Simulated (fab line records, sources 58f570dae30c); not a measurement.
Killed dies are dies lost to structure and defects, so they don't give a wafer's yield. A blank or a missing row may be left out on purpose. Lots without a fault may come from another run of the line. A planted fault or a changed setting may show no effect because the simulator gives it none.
A struck lot beside a sound one | flow berkeley_cmos170 | 19 steps out of a route of 331
Sound: wafers L975.1, L975.4, L975.6. Struck: wafers L982.4, L982.5, L982.6. The cause comes at the end.
At each step with rows: each side's tool, then ch and its chambers, then its first start. Under that, the readings that differ: sound wafers | struck wafers | difference of the means | sigmas: that difference in standard deviations of wafers without a fault.
alike: readings whose means differ by less than 2 such deviations, and words and numbers that are the same on both sides. not compared: withheld readings, readings that some wafer has no value for, bounds like >300 that may hide the same value, and numbers for which the record gives no deviation and whose values overlap.
The two part at a step that has a row with sigmas, a row that says differs or no value, or rows on one side only. Numbers that don't overlap but have no deviation are shown without sigmas and don't part them. A reading that every wafer of one side lacks parts them only if that side has two wafers or more.

UCB170_M1_CD_MEAS_90: target cd 700 nm.
  sound on cd_sem-01, day 8 05:06; struck on cd_sem-01, day 9 16:14
  alike: cd_nm
then, 1 step without rows for these wafers: UCB170_M1_ANNEAL_14 (time 1200 s).
UCB170_V1_CVD_00: deposits SiO2 from TEOS/O2, target thk 2000 nm, time 250 s.
  sound on pecvd-01 ch 1,2, day 8 07:38; struck on pecvd-02 ch 0,1,2, day 9 18:51
  alike: heater_power_w
UCB170_V1_THK_MEAS_01:
  sound on film_metro-03, day 8 07:47; struck on film_metro-01, day 9 18:58
  alike: V1_TEOS_THK
UCB170_V1_CMP_02: polishes SiO2.
  sound on cmp-02 ch 2,3, day 8 07:54; struck on cmp-02 ch 0,1, day 9 19:02
  alike: edge_zone_pressure_frac, motor_current_A
UCB170_V1_BOW_MEAS_03:
  sound on film_metro-02, day 8 08:09; struck on film_metro-03, day 9 19:21
  alike: V1_BOW
UCB170_V1_THK_MEAS_04:
  sound on film_metro-02, day 8 08:16; struck on film_metro-03, day 9 19:26
  alike: V1_POLISHED_THK
then, 5 steps without rows for these wafers: UCB170_V1_CLEAN_05 (cleans in DIW); UCB170_V1_HMDS_06 (prime time 60 s); UCB170_V1_COAT_07 (resist thk 900 nm); UCB170_V1_SOFTBAKE_08 (time 60 s); UCB170_V1_EXPOSE_09 (exposes mask VIA1, target cd 700 nm).
UCB170_V1_PEB_10:
  sound on litho_track-04 ch 0, day 8 09:50; struck on litho_track-04 ch 0, day 9 21:54
  reading                  | sound                | struck               | difference | sigmas
  heater_power_total_W (W) | 56.81 56.73 56.77    | 58.09 58.00 58.09    | +1.29      | +27
  plate_temp_C (C)         | 130.06 130.05 130.04 | 132.31 132.43 132.39 | +2.33      | +17
then, 1 step without rows for these wafers: UCB170_V1_DEVELOP_11 (develop time 45 s).
UCB170_V1_CD_MEAS_12: target cd 700 nm.
  sound on cd_sem-02, day 8 10:06; struck on cd_sem-01, day 9 22:34
  reading    | sound             | struck            | difference | sigmas
  cd_nm (nm) | 699.8 699.6 700.3 | 713.1 710.8 713.1 | +12.4      | +9
  not compared: hold
UCB170_V1_OVL_MEAS_13:
  sound on overlay-02, day 8 10:13; struck on overlay-01, day 10 10:15
  reading | sound | struck                                                                        | difference                   | sigmas
  hold    | - - - | await_dispo/11.6h/release await_dispo/11.6h/release await_dispo/11.6h/release | no value on the sound wafers |
  alike: V1_OVL
UCB170_V1_ETCH_14: etches SiO2 in CHF3/CF4/Ar, stops on Al, target depth 1250 nm, time 291 s.
  sound on rie_diel-04 ch 0,2,3, day 8 10:16; struck on rie_diel-02 ch 0,3, day 10 10:16
  reading             | sound             | struck            | difference | sigmas
  model.V1.cd_nm (nm) | 699.8 699.7 700.6 | 713.3 710.5 713.1 | +12.3      |
  alike: drypump_motor_current_A, oes_product_au, throttle_valve_pct
  not compared: rf_hours_counter_h
UCB170_V1_STRIP_15: strips in O2.
  sound on plasma_asher-04 ch 0,1, day 8 10:26; struck on plasma_asher-02 ch 0,1, day 10 10:29
  reading                      | sound             | struck            | difference | sigmas
  strip_time_to_endpoint_s (s) | 15.22 15.23 15.20 | 15.48 15.53 15.45 | +0.27      | +3
  alike: drypump_motor_current_A, oes_product_au
  not compared: rf_hours_counter_h
UCB170_M3_PROBE_99:
  the record has rows for the struck wafers here (prober-02, day 10 23:01) and none for the sound ones

WHERE THEY PART
First at UCB170_V1_PEB_10; last, within this record, at UCB170_M3_PROBE_99.

WHY: what the simulator had put in
Process parameter drift: litho_track-04, from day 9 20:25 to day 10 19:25, at UCB170_V1_PEB_10. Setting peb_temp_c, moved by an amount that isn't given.
